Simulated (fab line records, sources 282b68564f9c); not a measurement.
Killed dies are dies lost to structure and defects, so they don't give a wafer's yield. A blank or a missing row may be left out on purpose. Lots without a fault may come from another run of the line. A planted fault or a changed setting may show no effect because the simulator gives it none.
A struck lot beside a sound one | flow rit_cmos | 18 steps out of a route of 202
Sound: wafers L750.3, L750.4, L750.6. Struck: wafers L760.1, L760.5, L760.6. The cause comes at the end.
At each step with rows: each side's tool, then ch and its chambers, then its first start. Under that, the readings that differ: sound wafers | struck wafers | difference of the means | sigmas: that difference in standard deviations of wafers without a fault.
alike: readings whose means differ by less than 2 such deviations, and words and numbers that are the same on both sides. not compared: withheld readings, readings that some wafer has no value for, bounds like >300 that may hide the same value, and numbers for which the record gives no deviation and whose values overlap.
The two part at a step that has a row with sigmas, a row that says differs or no value, or rows on one side only. Numbers that don't overlap but have no deviation are shown without sigmas and don't part them. A reading that every wafer of one side lacks parts them only if that side has two wafers or more.

first, 1 step without rows for these wafers: RIT_CONTACT_HARDBAKE_10 (time 60 s).
RIT_CONTACT_ETCH_11: etches SiO2 in CHF3/CF4/Ar, stops on TiSi2, target depth 480 nm, time 320 s.
  sound on rie_diel-04 ch 1,3, day 3 09:23; struck on rie_diel-01 ch 0,2,3, day 5 11:34
  alike: drypump_motor_current_A, oes_product_au, throttle_valve_pct
  not compared: rf_hours_counter_h
RIT_CONTACT_STRIP_12: strips in O2, time 180 s.
  sound on plasma_asher-01 ch 0,1, day 3 09:38; struck on plasma_asher-03 ch 0,1, day 5 11:45
  alike: drypump_motor_current_A
  not compared: rf_hours_counter_h
RIT_CONTACT_CD_MEAS_90: target cd 1000 nm.
  sound on cd_sem-02, day 3 09:47; struck on cd_sem-01, day 5 11:56
  alike: cd_nm
then, 2 steps without rows for these wafers: RIT_CONTACT_CLEAN_13 (cleans in SC1, time 600 s); RIT_CONTACT_CLEAN_14 (cleans in SC2, time 600 s).
RIT_M1_SPUTTER_00: material Al, target thk 400 nm, time 500 s.
  sound on pvd_sputter-01, day 3 10:13; struck on pvd_sputter-04, day 5 12:25
  alike: cathode_dc_power_W, throttle_valve_pct
RIT_M1_RS_MEAS_01: measures by four-point-probe.
  sound on film_metro-01, day 3 10:33; struck on film_metro-02, day 5 12:43
  alike: M1_AL_RS
RIT_M1_THK_MEAS_02: measures by xrf.
  sound on film_metro-01, day 3 10:39; struck on film_metro-02, day 5 12:50
  alike: M1_AL_THK
then, 3 steps without rows for these wafers: RIT_M1_HMDS_03 (prime time 60 s); RIT_M1_COAT_04 (resist thk 1300 nm); RIT_M1_SOFTBAKE_05 (time 60 s).
RIT_M1_EXPOSE_06: exposes mask M12, target cd 2600 nm.
  sound on iline_stepper-02 ch 0, day 3 11:18; struck on iline_stepper-02 ch 0, day 5 13:34
  reading              | sound                | struck               | difference | sigmas
  exposure_dose_mJ_cm2 | 251.07 251.48 251.19 | 242.87 243.26 242.82 | -8.26      | -34
  alike: mask
then, 2 steps without rows for these wafers: RIT_M1_PEB_07; RIT_M1_DEVELOP_08 (develop time 68 s).
RIT_M1_CD_MEAS_09: target cd 2600 nm.
  sound on cd_sem-02, day 3 11:52; struck on cd_sem-02, day 5 13:59
  reading    | sound                | struck               | difference | sigmas
  cd_nm (nm) | 2596.2 2598.9 2598.9 | 2611.2 2611.4 2610.6 | +13.1      | +5
RIT_M1_OVL_MEAS_10:
  sound on overlay-02, day 3 11:57; struck on overlay-01, day 5 14:07
  reading     | sound          | struck        | difference | sigmas
  M1_OVL (nm) | -3.0 -3.5 -0.7 | -0.4 1.1 -0.3 | +2.5       | +2
RIT_M1_PROBE_99:
  sound on prober-01, day 3 14:44; struck on prober-02, day 5 16:41
  alike: defect_limited_yield, killed_at_contacts, killed_at_front_end, killed_dies, killed_on_rim, killed_open, killed_short, sort_bin_3_pad_short, sort_bin_5_function, sort_bin_6_memory, sort_n_pass, sort_yield_pct

WHERE THEY PART
First at RIT_M1_EXPOSE_06; last, within this record, at RIT_M1_OVL_MEAS_10. Later steps at which nothing parts them and some readings are alike: RIT_M1_PROBE_99.

WHY: what the simulator had put in
Process parameter drift: iline_stepper-02, from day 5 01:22 on, at RIT_M1_EXPOSE_06. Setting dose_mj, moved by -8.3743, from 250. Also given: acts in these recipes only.
